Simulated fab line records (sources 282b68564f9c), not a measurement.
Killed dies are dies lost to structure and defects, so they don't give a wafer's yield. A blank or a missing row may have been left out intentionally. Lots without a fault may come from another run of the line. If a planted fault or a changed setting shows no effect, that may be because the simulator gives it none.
fab line records + flow rit-cmos
record
- lots=5
- wafers=15
- last-day=7
route steps=202 shown NRETRO@55 PRETRO@64 M1@202
lots that met no fault: from a run of the same line without faults
start-h: hours from the record's first day to the start of the lot's first wafer shown + wait-h: hours from the lot's prior step to this one + " unchanged from the row above + L1.1+2: a single row standing in for several wafers + - either no value or no given start + * or withheld: withheld + < > ~ a bound
route shown NAME@n: NAME is a module with steps in the file, n the number in the route of the first one + usual: mean/standard deviation of fault-free wafers + same: alike in all rows + chamber/n: place in a boat + sites: readings site by site + _std_site: standard deviation across them + _edge_site: mean of outer sites minus mean of inner sites + radius-mm: how far each site lies from the wafer's centre + mask NAME#n: copy n + behind: the tool/chamber that last shaped the wafer + hold: reason for holding the lot/hours on hold/outcome of the hold + device: the n, p or np transistor that did not switch + end of line: the tests these same wafers got at the end of their route + step lacking rows: just its recipe + killed: not the wafer's yield, but the dies lost to structure and defects at the first sort + map: a wafer's dies, marking killed ones x, the rest . and places with no die _
set.NAME: the setting that was run; set.NAME@STEP: the one run at that earlier step + model.NAME: the simulator's own value behind a step, which no gauge read
lots seen at some steps along the route; tables by step, rows by wafer
services: a tool's chamber out of use, with start hour (start-h, from the record's first day; less than 0 if before it), hours out, and reason
## steps
# step RIT_NRETRO_SOFTBAKE_02
# recipe
- resist=NOVOLAK
- temp-c=90
- time-s=60
# step RIT_NRETRO_EXPOSE_03
# recipe
- mask-id=M4
- na=0.57
- target-cd-nm=43900
- dose-mj=250
# step RIT_NRETRO_PEB_04
# recipe
- resist=NOVOLAK
- temp-c=withheld
- time-s=withheld
# step RIT_NRETRO_DEVELOP_05
# recipe
- resist=NOVOLAK
- develop-time-s=68
- dev-temp-c=23
# step RIT_NRETRO_OVL_MEAS_06
# usual
- NRETRO_OVL=0.6/1.3
| lot.wafer | tool       | chamber | start-h | wait-h | NRETRO_OVL[nm] |
|-----------|------------|---------|---------|--------|----------------|
| L279.2    | overlay-01 | -       | 44.10   | -      | 0.2            |
| L279.3    | "          | -       | "       | "      | 1.0            |
| L279.6    | "          | -       | "       | "      | -0.5           |
| L282.1    | overlay-02 | -       | 60.23   | -      | -0.1           |
| L282.3    | "          | -       | "       | "      | 0.3            |
| L282.4    | "          | -       | "       | "      | 1.1            |
| L291.1    | overlay-01 | -       | 103.94  | -      | 2.3            |
| L291.5    | "          | -       | "       | "      | -0.8           |
| L291.6    | "          | -       | "       | "      | 1.4            |
| L293.1    | overlay-01 | -       | 114.89  | -      | 0.1            |
| L293.4    | "          | -       | "       | "      | 0.6            |
| L293.5    | "          | -       | "       | "      | -0.7           |
| L299.4    | overlay-02 | -       | 144.24  | -      | 0.9            |
| L299.5    | "          | -       | "       | "      | -0.3           |
| L299.6    | "          | -       | "       | "      | -2.1           |
# step RIT_NRETRO_HARDBAKE_07
# recipe
- resist=NOVOLAK
- temp-c=140
- time-s=120
# step RIT_NRETRO_IMPLANT_08
# recipe
- species=P
- energy-kev=70
- dose-cm2=1e+13
- tilt-deg=7
# step RIT_NRETRO_STRIP_09
# recipe
- chemistry=O2
- time-s=180
- resist=NOVOLAK
- platen-temp-c=withheld
- power-w=500
- pressure-mtorr=4000
- o2-flow-sccm=4000
# usual
- drypump-motor-current-A=5.9/0.44
| lot.wafer | tool            | chamber | start-h | wait-h | drypump-motor-current-A | rf-hours-counter-h |
|-----------|-----------------|---------|---------|--------|-------------------------|--------------------|
| L279.2    | plasma-asher-03 | 1       | 44.53   | 0.1    | 5.7                     | 25                 |
| L279.3    | "               | 0       | "       | "      | 6.0                     | -                  |
| L279.6    | "               | 1       | "       | "      | 5.7                     | -                  |
| L282.1    | plasma-asher-02 | 1       | 60.67   | 0.1    | 5.8                     | 42                 |
| L282.3    | "               | 0       | "       | "      | 6.5                     | -                  |
| L282.4    | "               | 1       | "       | "      | 5.8                     | -                  |
| L291.1    | plasma-asher-02 | 1       | 104.44  | 0.1    | 5.7                     | 47                 |
| L291.5    | "               | 0       | "       | "      | 6.4                     | -                  |
| L291.6    | "               | 1       | "       | "      | 5.7                     | -                  |
| L293.1    | plasma-asher-02 | 1       | 115.33  | 0.1    | 5.7                     | 49                 |
| L293.4    | "               | 0       | "       | "      | 6.5                     | -                  |
| L293.5    | "               | 0       | "       | "      | 6.5                     | -                  |
| L299.4    | plasma-asher-01 | 1       | 144.72  | 0.1    | 6.1                     | -                  |
| L299.5    | "               | 0       | "       | "      | 5.1                     | -                  |
| L299.6    | "               | 1       | "       | "      | 6.1                     | -                  |
# step RIT_NRETRO_TW_MEAS_10
# usual
- NRETRO_TW=1066/8.6
| lot.wafer | tool          | chamber | start-h | wait-h | NRETRO_TW |
|-----------|---------------|---------|---------|--------|-----------|
| L279.2    | film-metro-02 | -       | 44.71   | 0.1    | 1062      |
| L279.3    | "             | -       | "       | "      | 1062      |
| L279.6    | "             | -       | "       | "      | 1056      |
| L282.1    | film-metro-02 | -       | 60.84   | 0.1    | 1060      |
| L282.3    | "             | -       | "       | "      | 1059      |
| L282.4    | "             | -       | "       | "      | 1059      |
| L291.1    | film-metro-04 | -       | 104.62  | 0.1    | 1064      |
| L291.5    | "             | -       | "       | "      | 1069      |
| L291.6    | "             | -       | "       | "      | 1070      |
| L293.1    | film-metro-04 | -       | 115.50  | 0.1    | 1062      |
| L293.4    | "             | -       | "       | "      | 1062      |
| L293.5    | "             | -       | "       | "      | 1061      |
| L299.4    | film-metro-03 | -       | 144.86  | 0.1    | 1070      |
| L299.5    | "             | -       | "       | "      | 1077      |
| L299.6    | "             | -       | "       | "      | 1077      |
# step RIT_PRETRO_HMDS_00
# recipe
- prime-time-s=60
- prime-temp-c=140
# step RIT_PRETRO_COAT_01
# recipe
- resist=NOVOLAK
- spin-rpm=2000
- resist-thk-nm=1300
# step RIT_PRETRO_SOFTBAKE_02
# recipe
- resist=NOVOLAK
- temp-c=90
- time-s=60
# step RIT_PRETRO_EXPOSE_03
# recipe
- mask-id=M5
- na=0.57
- target-cd-nm=43700
- dose-mj=250
| lot.wafer  | tool             | chamber | start-h | wait-h | mask |
|------------|------------------|---------|---------|--------|------|
| L279.2+3+6 | iline-stepper-01 | 0       | 45.23   | 0.1    | M5#0 |
| L282.1+3+4 | iline-stepper-02 | 0       | 61.48   | 0.2    | M4#0 |
| L291.1+5+6 | iline-stepper-01 | 0       | 105.13  | 0.1    | M5#0 |
| L293.1+4+5 | iline-stepper-01 | 0       | 116.14  | 0.2    | M5#0 |
| L299.4+5+6 | iline-stepper-02 | 0       | 145.40  | 0.1    | M5#0 |
# step RIT_PRETRO_PEB_04
# recipe
- resist=NOVOLAK
- temp-c=withheld
- time-s=withheld
# step RIT_PRETRO_DEVELOP_05
# recipe
- resist=NOVOLAK
- develop-time-s=68
- dev-temp-c=23
# step RIT_PRETRO_OVL_MEAS_06
# usual
- PRETRO_OVL=-0.3/1.4
| lot.wafer | tool       | chamber | start-h | wait-h | PRETRO_OVL[nm] |
|-----------|------------|---------|---------|--------|----------------|
| L279.2    | overlay-02 | -       | 45.65   | -      | 1.1            |
| L279.3    | "          | -       | "       | "      | 0.8            |
| L279.6    | "          | -       | "       | "      | 1.1            |
| L282.1    | overlay-02 | -       | 61.91   | -      | -              |
| L282.3    | "          | -       | "       | "      | -              |
| L282.4    | "          | -       | "       | "      | -              |
| L291.1    | overlay-01 | -       | 105.56  | -      | -0.2           |
| L291.5    | "          | -       | "       | "      | -0.7           |
| L291.6    | "          | -       | "       | "      | -0.3           |
| L293.1    | overlay-01 | -       | 116.77  | -      | -0.2           |
| L293.4    | "          | -       | "       | "      | 1.3            |
| L293.5    | "          | -       | "       | "      | -1.3           |
| L299.4    | overlay-01 | -       | 145.79  | -      | -1.8           |
| L299.5    | "          | -       | "       | "      | 0.0            |
| L299.6    | "          | -       | "       | "      | -0.8           |
# step RIT_PRETRO_HARDBAKE_07
# recipe
- resist=NOVOLAK
- temp-c=140
- time-s=120
# step RIT_PRETRO_IMPLANT_08
# recipe
- species=B
- energy-kev=45
- dose-cm2=1.2e+13
- tilt-deg=7
# step RIT_PRETRO_STRIP_09
# recipe
- chemistry=O2
- time-s=180
- resist=NOVOLAK
- platen-temp-c=withheld
- power-w=500
- pressure-mtorr=4000
- o2-flow-sccm=4000
# usual
- drypump-motor-current-A=5.5/0.46
| lot.wafer | tool            | chamber | start-h | wait-h | drypump-motor-current-A | rf-hours-counter-h |
|-----------|-----------------|---------|---------|--------|-------------------------|--------------------|
| L279.2    | plasma-asher-03 | 1       | 46.08   | 0.1    | 5.7                     | 26                 |
| L279.3    | "               | 0       | "       | "      | 6.0                     | -                  |
| L279.6    | "               | 0       | "       | "      | 6.0                     | -                  |
| L282.1    | plasma-asher-01 | 1       | 62.34   | 0.1    | 6.0                     | 42                 |
| L282.3    | "               | 0       | "       | "      | 5.1                     | -                  |
| L282.4    | "               | 1       | "       | "      | 6.1                     | -                  |
| L291.1    | plasma-asher-01 | 0       | 105.99  | 0.1    | 5.1                     | 47                 |
| L291.5    | "               | 0       | "       | "      | 5.1                     | -                  |
| L291.6    | "               | 1       | "       | "      | 6.1                     | -                  |
| L293.1    | plasma-asher-03 | 0       | 117.21  | 0.1    | 6.0                     | 31                 |
| L293.4    | "               | 0       | "       | "      | 6.0                     | -                  |
| L293.5    | "               | 0       | "       | "      | 6.0                     | -                  |
| L299.4    | plasma-asher-04 | 0       | 146.27  | 0.1    | 4.8                     | -                  |
| L299.5    | "               | 1       | "       | "      | 5.2                     | -                  |
| L299.6    | "               | 0       | "       | "      | 4.8                     | -                  |
# step RIT_PRETRO_TW_MEAS_10
# usual
- PRETRO_TW=479/7.6
| lot.wafer | tool          | chamber | start-h | wait-h | hold                     | PRETRO_TW |
|-----------|---------------|---------|---------|--------|--------------------------|-----------|
| L279.2    | film-metro-01 | -       | 46.26   | 0.1    | -                        | 466       |
| L279.3    | "             | -       | "       | "      | -                        | 467       |
| L279.6    | "             | -       | "       | "      | -                        | 466       |
| L282.1    | film-metro-04 | -       | 62.52   | 0.1    | await-dispo/0.2h/release | 30        |
| L282.3    | "             | -       | "       | "      | await-dispo/0.2h/release | 30        |
| L282.4    | "             | -       | "       | "      | await-dispo/0.2h/release | 30        |
| L282.1    | film-metro-04 | -       | 62.74   | 0.2    | -                        | 30        |
| L282.3    | "             | -       | "       | "      | -                        | 30        |
| L282.4    | "             | -       | "       | "      | -                        | 30        |
| L291.1    | film-metro-01 | -       | 106.17  | 0.1    | -                        | 469       |
| L291.5    | "             | -       | "       | "      | -                        | 472       |
| L291.6    | "             | -       | "       | "      | -                        | 472       |
| L293.1    | film-metro-04 | -       | 117.39  | 0.1    | -                        | 483       |
| L293.4    | "             | -       | "       | "      | -                        | 485       |
| L293.5    | "             | -       | "       | "      | -                        | 484       |
| L299.4    | film-metro-04 | -       | 146.41  | 0.1    | -                        | 480       |
| L299.5    | "             | -       | "       | "      | -                        | 481       |
| L299.6    | "             | -       | "       | "      | -                        | 482       |
# step RIT_M1_PROBE_99
# usual
- defect-limited-yield=97.4/1.1
- killed-at-front-end=6.8/2.8
- killed-dies=6.9/2.8
- killed-open=3.3/1.9
- killed-short=3.5/1.8
- sort_bin_3_pad_short=0.1/0.22
- sort_bin_5_function=1.4/0.76
- sort_bin_6_memory=1.0/0.67
- sort-n-pass=257.1/2.8
- sort-yield-pct=97.4/1.1
# same
- gross-dies=264
- killed_at_M0_to_M3=0
- killed_at_M4_up=0
- killed-at-back-side=0
- killed-at-contacts=0
- killed-at-other=0
| lot.wafer | tool      | chamber | start-h | wait-h | defect-limited-yield[%] | killed-at-front-end | killed-dies | killed-open | killed-short | sort_bin_3_pad_short[%] | sort_bin_5_function[%] | sort_bin_6_memory[%] | sort-n-pass | sort-yield-pct[%] |
|-----------|-----------|---------|---------|--------|-------------------------|---------------------|-------------|-------------|--------------|-------------------------|------------------------|----------------------|-------------|-------------------|
| L279.2    | prober-02 | -       | 72.70   | 0.1    | 97.0                    | 8                   | 8           | 5           | 3            | 0.4                     | 1.1                    | 1.5                  | 256.0       | 97.0              |
| L279.3    | prober-02 | -       | 72.75   | 0.2    | 98.1                    | 5                   | 5           | 2           | 3            | 0                       | 1.9                    | 0                    | 259.0       | 98.1              |
| L279.6    | prober-02 | -       | 72.90   | 0.2    | 97.3                    | 7                   | 7           | 4           | 3            | 0                       | 1.5                    | 1.1                  | 257.0       | 97.3              |
| L291.1    | prober-01 | -       | 133.44  | 0.1    | 95.5                    | 12                  | 12          | 6           | 6            | 0                       | 1.9                    | 2.7                  | 252.0       | 95.5              |
| L291.5    | prober-01 | -       | 133.64  | 0.2    | 97.7                    | 6                   | 6           | 3           | 3            | 0                       | 1.9                    | 0.4                  | 258.0       | 97.7              |
| L291.6    | prober-01 | -       | 133.69  | 0.2    | 97.3                    | 7                   | 7           | 2           | 5            | 0                       | 0.8                    | 1.9                  | 257.0       | 97.3              |
| L293.1    | prober-02 | -       | 145.29  | 0.1    | 96.2                    | 10                  | 10          | 5           | 5            | 0.4                     | 2.7                    | 0.8                  | 254.0       | 96.2              |
| L293.4    | prober-02 | -       | 145.44  | 0.2    | 96.2                    | 10                  | 10          | 4           | 6            | 0.4                     | 2.3                    | 1.1                  | 254.0       | 96.2              |
| L293.5    | prober-02 | -       | 145.49  | 0.2    | 97.3                    | 7                   | 7           | 4           | 3            | 0                       | 1.9                    | 0.8                  | 257.0       | 97.3              |
| L299.4    | prober-01 | -       | 173.48  | 0.2    | 97.7                    | 6                   | 6           | 1           | 5            | 0                       | 1.1                    | 1.1                  | 258.0       | 97.7              |
| L299.5    | prober-01 | -       | 173.53  | 0.2    | 97.3                    | 7                   | 7           | 2           | 5            | 0                       | 1.5                    | 1.1                  | 257.0       | 97.3              |
| L299.6    | prober-01 | -       | 173.58  | 0.2    | 97.3                    | 7                   | 7           | 4           | 3            | 0.4                     | 1.1                    | 1.1                  | 257.0       | 97.3              |
# killed by level:class
L279.2 GATE:geometric-particle:open=4 GATE:geometric-particle:short=2 FOX1:geometric-particle:short=1 SILICIDE:geometric-particle:open=1
L279.3 GATE:geometric-particle:short=3 FOX1:geometric-particle:open=1 GATE:geometric-particle:open=1
L279.6 GATE:geometric-particle:open=4 GATE:geometric-particle:short=1 REOX:geometric-particle:short=1 SILICIDE:geometric-particle:short=1
L291.1 SILICIDE:geometric-particle:short=3 SILICIDE:geometric-particle:open=3 SPACER:geometric-particle:open=2 FOX2:geometric-particle:open=1 FOX2:geometric-particle:short=1 GATE:geometric-particle:short=1 SPACER:geometric-particle:short=1
L291.5 SPACER:geometric-particle:short=3 FOX1:geometric-particle:open=1 GATE:geometric-particle:open=1 SPACER:geometric-particle:open=1
L291.6 FOX1:geometric-particle:short=1 FOX2:geometric-particle:open=1 GATE:geometric-particle:open=1 GATE:geometric-particle:short=1 REOX:geometric-particle:short=1 SPACER:geometric-particle:short=1 SILICIDE:geometric-particle:short=1
L293.1 GATE:geometric-particle:short=2 GATE:geometric-particle:open=2 SPACER:geometric-particle:open=2 FOX1:geometric-particle:short=1 FOX2:geometric-particle:short=1 REOX:geometric-particle:open=1 SPACER:geometric-particle:short=1
L293.4 FOX2:geometric-particle:short=2 GATE:geometric-particle:open=2 SPACER:geometric-particle:short=2 GATE:geometric-particle:short=1 REOX:geometric-particle:short=1 SPACER:geometric-particle:open=1 SILICIDE:geometric-particle:open=1
L293.5 GATE:geometric-particle:open=2 SPACER:geometric-particle:short=2 FOX1:geometric-particle:short=1 FOX2:geometric-particle:open=1 REOX:geometric-particle:open=1
L299.4 SPACER:geometric-particle:short=2 FOX1:geometric-particle:short=1 GATE:geometric-particle:short=1 REOX:geometric-particle:short=1 SPACER:geometric-particle:open=1
L299.5 REOX:geometric-particle:short=2 FOX2:geometric-particle:short=1 GATE:geometric-particle:open=1 GATE:geometric-particle:short=1 SPACER:geometric-particle:short=1 SILICIDE:geometric-particle:open=1
L299.6 FOX2:geometric-particle:open=2 FOX1:geometric-particle:short=1 FOX2:geometric-particle:short=1 SPACER:geometric-particle:short=1 SPACER:geometric-particle:open=1 SILICIDE:geometric-particle:open=1
## services
| tool             | chamber | start-h | hours | kind        |
|------------------|---------|---------|-------|-------------|
| plasma-asher-01  | -       | 22.10   | 1.8   | repair      |
| iline-stepper-01 | 0       | 36.84   | -     | calibration |
| plasma-asher-03  | -       | 74.96   | 24.9  | pm          |
| plasma-asher-01  | -       | 85.33   | 2.8   | pm          |
| iline-stepper-02 | -       | 97.56   | 2.5   | repair      |
| plasma-asher-04  | -       | 108.75  | 9.0   | pm          |
| plasma-asher-04  | 0       | 108.75  | 9.0   | vent-cycle  |
| plasma-asher-04  | 1       | 108.75  | 9.0   | vent-cycle  |
| plasma-asher-04  | 0       | 117.75  | -     | clean       |
| plasma-asher-04  | 1       | 117.75  | -     | clean       |
| iline-stepper-01 | -       | 119.86  | 1.7   | pm          |
| plasma-asher-03  | -       | 142.42  | 14.6  | pm          |
## key
first-sign
- step=RIT_PRETRO_EXPOSE_03
- reading=mask
- direction=changed
effect
- step=RIT_PRETRO_OVL_MEAS_06
- reading=PRETRO_OVL
- direction=missing
effect
- step=RIT_PRETRO_TW_MEAS_10
- reading=visit
- direction=added
effect
- step=RIT_PRETRO_TW_MEAS_10
- reading=PRETRO_TW
- direction=down
- sigmas=59
- usual=479
- struck=30
met-at RIT_PRETRO_EXPOSE_03
struck-wafers L282.1,L282.3,L282.4
scrapped-behind RIT_PRETRO_TW_MEAS_10 L282.1,L282.3,L282.4
fault
- kind=wrong-mask
- tool=any
- chamber=-
- onset-h=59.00
- steps=RIT_PRETRO_EXPOSE_03
- aux-copy=M4#0
- scope=struck-lots-only
